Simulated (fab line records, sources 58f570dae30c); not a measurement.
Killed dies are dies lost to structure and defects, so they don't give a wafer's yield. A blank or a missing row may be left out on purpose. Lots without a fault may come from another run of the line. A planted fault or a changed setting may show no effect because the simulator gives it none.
A struck lot beside a sound one | flow berkeley_cmos170 | 17 steps out of a route of 331
Sound: wafers L569.2, L569.3, L569.4. Struck: wafers L579.2, L579.3, L579.5. The cause comes at the end.
At each step with rows: each side's tool, then ch and its chambers, then its first start. Under that, the readings that differ: sound wafers | struck wafers | difference of the means | sigmas: that difference in standard deviations of wafers without a fault.
alike: readings whose means differ by less than 2 such deviations, and words and numbers that are the same on both sides. not compared: withheld readings, readings that some wafer has no value for, bounds like >300 that may hide the same value, and numbers for which the record gives no deviation and whose values overlap.
The two part at a step that has a row with sigmas, a row that says differs or no value, or rows on one side only. Numbers that don't overlap but have no deviation are shown without sigmas and don't part them. A reading that every wafer of one side lacks parts them only if that side has two wafers or more.

UCB170_GATE_ETCH_15: etches poly-Si in HBr/Cl2, stops on SiO2, time 56.3 s, target depth 278.2 nm.
  sound on rie_si-01 ch 1,2,3, day 6 13:07; struck on rie_si-02 ch 2,3, day 8 14:28
  alike: drypump_motor_current_A, oes_product_au, throttle_valve_pct
  not compared: rf_hours_counter_h
UCB170_GATE_STRIP_16: strips in O2.
  sound on plasma_asher-03 ch 0,1, day 6 13:10; struck on plasma_asher-03 ch 0,1, day 8 14:31
  alike: drypump_motor_current_A, oes_product_au
  not compared: rf_hours_counter_h
UCB170_GATE_CD_MEAS_90: target cd 350 nm.
  sound on cd_sem-01, day 6 13:17; struck on cd_sem-02, day 8 14:38
  alike: cd_nm
then, 7 steps without rows for these wafers: UCB170_GATE_CLEAN_17 (cleans in SPM, time 600 s); UCB170_PLDD_HMDS_00 (prime time 60 s); UCB170_PLDD_COAT_01 (resist thk 900 nm); UCB170_PLDD_SOFTBAKE_02 (time 60 s); UCB170_PLDD_EXPOSE_03 (exposes mask PSELECT, target cd 1200 nm); UCB170_PLDD_PEB_04; UCB170_PLDD_DEVELOP_05 (develop time 45 s).
UCB170_PLDD_CD_MEAS_06: target cd 1200 nm.
  sound on cd_sem-02, day 6 14:46; struck on cd_sem-01, day 8 16:35
  alike: cd_nm
UCB170_PLDD_OVL_MEAS_07:
  sound on overlay-02, day 6 14:52; struck on overlay-02, day 8 16:42
  alike: PLDD_OVL
UCB170_PLDD_IMPLANT_08:
  sound on implanter-04 ch 0, day 6 14:55; struck on implanter-03 ch 0, day 8 16:45
  reading            | sound                        | struck                           | difference  | sigmas
  beam_on_s (s)      | 10.13 10.04 10.27            | 43.45 42.98 42.30                | +32.76      | +99 or more
  dose_ions_cm2      | 4.991e+13 4.994e+13 4.99e+13 | 2.5005e+14 2.4999e+14 2.5001e+14 | +2.0010e+14 | +99 or more
  faraday_current_uA | 157 158 154                  | 182 184 187                      | +28         | +9
then, 1 step without rows for these wafers: UCB170_PLDD_IMPLANT_09.
UCB170_PLDD_STRIP_10: strips in O2.
  sound on plasma_asher-03 ch 0,1, day 6 15:12; struck on plasma_asher-01 ch 0,1, day 8 17:02
  alike: drypump_motor_current_A, oes_product_au, strip_time_to_endpoint_s
  not compared: rf_hours_counter_h
UCB170_PLDD_TW_MEAS_11:
  sound on film_metro-01, day 6 15:19; struck on film_metro-02, day 8 17:22
  reading | sound        | struck         | difference | sigmas
  PLDD_TW | 998 1002 998 | 1434 1436 1440 | +437       | +50
  not compared: hold
UCB170_M3_PROBE_99:
  the record has rows for the sound wafers here (prober-02, day 8 01:05) and none for the struck ones

WHERE THEY PART
First at UCB170_PLDD_IMPLANT_08; last, within this record, at UCB170_M3_PROBE_99.

WHY: what the simulator had put in
Process parameter drift: implanter-03, from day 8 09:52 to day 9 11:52, at UCB170_PLDD_IMPLANT_08. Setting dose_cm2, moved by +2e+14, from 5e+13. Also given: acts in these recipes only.
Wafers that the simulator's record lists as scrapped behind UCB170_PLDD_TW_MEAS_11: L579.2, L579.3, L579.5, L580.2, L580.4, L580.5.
